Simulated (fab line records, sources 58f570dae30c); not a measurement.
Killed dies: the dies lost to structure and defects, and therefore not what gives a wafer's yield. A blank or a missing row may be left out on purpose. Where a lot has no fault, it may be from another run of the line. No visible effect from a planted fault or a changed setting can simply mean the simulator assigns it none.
What tool caused it?	flow berkeley cmos170	42 wafers from 14 lots sampled at 3 of the route's 331 steps

== WHAT EACH GAUGE READ, for each wafer ==
UCB170_PSD_CD_MEAS_06: the cd target is 1200 nm.
lot	measured	on	cd nm (nm)
L628	day 7 19:08	cd sem-01	1200.5 1201.1 1200.4
L629	day 8 15:18	cd sem-02	1198.8 1199.4 1198.8
L630	day 8 15:35	cd sem-01	1200.3 1200.9 1200.1
L632	day 8 15:54	cd sem-02	1197.2 1196.9 1196.9
L634	day 9 18:27	cd sem-02	1200.8 1201.3 1201.7
L633	day 9 18:40	cd sem-01	1201.7 1202.5 1202.6
L636	day 9 18:53	cd sem-02	1199.9 1198.9 1198.7
L635	day 9 19:00	cd sem-01	1202.7 1201.8 1202.5
L638	day 10 07:28	cd sem-02	1197.9 1198.2 1198.4
L639	day 10 19:44	cd sem-01	1200.1 1200.3 1200.8
L646	day 12 07:37	cd sem-02	1198.9 1199.5 1198.7
L645	day 12 08:01	cd sem-02	1191.5 1192.4 1191.1
L649	day 12 19:36	cd sem-02	1189.6 1190.2 1190.0
L651	day 13 09:53	cd sem-02	1198.9 1198.9 1197.5

UCB170_NSD_OVL_MEAS_07.
lot	measured	on	NSD_OVL (nm)
L628	day 7 22:53	overlay-02	-4 -3 3
L629	day 8 16:53	overlay-01	1 -2 -1
L630	day 8 17:14	overlay-01	5 2 8
L632	day 8 17:43	overlay-02	-6 0 5
L634	day 9 22:14	overlay-01	-10 -2 4
L633	day 9 22:47	overlay-02	-9 4 -9
L636	day 9 22:20	overlay-02	-11 -5 -11
L635	day 9 22:30	overlay-02	-11 -12 -1
L638	day 10 09:22	overlay-01	1 9 -5
L639	day 10 21:42	overlay-01	-19 -11 -12
L646	day 12 09:51	overlay-01	1 -10 1
L645	day 12 10:23	overlay-01	9 3 12
L649	day 12 21:58	overlay-02	-4 7 -2
L651	day 13 11:45	overlay-01	6 1 -1

== TOOL THAT RAN EACH LOT (tool first, then ch and the chambers of the sampled wafers, then the start) ==
lot	UCB170_PSD_PEB_04
L628	litho track-02 ch 0, day 7 18:52
L629	litho track-02 ch 0, day 8 15:02
L630	litho track-01 ch 0, day 8 15:19
L632	litho track-02 ch 0, day 8 15:38
L634	litho track-02 ch 0, day 9 18:11
L633	litho track-01 ch 0, day 9 18:23
L636	litho track-03 ch 0, day 9 18:37
L635	litho track-01 ch 0, day 9 18:44
L638	litho track-01 ch 0, day 10 06:49
L639	litho track-02 ch 0, day 10 19:28
L646	litho track-02 ch 0, day 12 07:21
L645	litho track-01 ch 0, day 12 07:44
L649	litho track-01 ch 0, day 12 19:20
L651	litho track-02 ch 0, day 13 09:37
- UCB170_PSD_PEB_04

== AS READ BY THE TOOLS THEMSELVES (means over the sampled wafers that have a number; for cases with no such wafer, the mark the record gives instead) ==
UCB170_PSD_PEB_04.
lot	tool	heater power total W (W)
L628	litho track-02	56.78
L629	litho track-02	56.82
L630	litho track-01	56.84
L632	litho track-02	56.76
L634	litho track-02	56.80
L633	litho track-01	56.84
L636	litho track-03	56.75
L635	litho track-01	56.82
L638	litho track-01	56.78
L639	litho track-02	56.77
L646	litho track-02	56.82
L645	litho track-01	59.45
L649	litho track-01	59.47
L651	litho track-02	56.77

== THE ANSWER, worked out from the rows above alone ==
Rule: the lots themselves supply what counts as usual. The widest of any qualifying gaps counts: lots, ordered by their means at a reading, are off when they make up no more than a third of the lots, leave a main group of 4 or more, and stand apart from it by 3 or more times the standard deviation of that group's means. A main group is skipped when, at the precision printed for the reading in the tables above, its means are all equal. Also off: a lot with no number at a reading for which 4 or more lots have one. All remaining lots with rows at the step are treated as sound. After the gauges, taken in route order, come the tools' own readings; for these a lot's mean is taken, as printed above. The first step at which some lot is off is used, and at that step the reading that is off furthest; a lot without a number counts as furthest.
Off at UCB170_PSD_CD_MEAS_06 (cd nm): L645, L649. Main group: mean 1199.8 nm, sd 1.6.
If a tool, at a process step before that reading, ran all the lots that are off and no sound lot after the first of them, it fits. The gauges at UCB170_PSD_CD_MEAS_06 aren't tried: what is off there is off at UCB170_PSD_PEB_04 too, on other tools, and a gauge's error can't cause that. One candidate fits, namely litho track-01 at UCB170_PSD_PEB_04. A fault onset in the window from L638 (day 10 06:49, its last sound lot) to L645 (day 12 07:44, its first lot off) fits.
On the lots that are off, the tool's own readings at UCB170_PSD_PEB_04 differ by more than 5 times the standard deviation of the sound lots' means, which bears it out; heater power total W reads 59.46 W there versus 56.80 W on the sound lots.

== WHAT THE SIMULATOR HAD INSERTED ==
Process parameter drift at UCB170_PSD_PEB_04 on litho track-01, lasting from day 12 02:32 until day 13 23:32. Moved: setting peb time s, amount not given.
Lots struck among those shown: L645, L649. Same finding as the rule above.
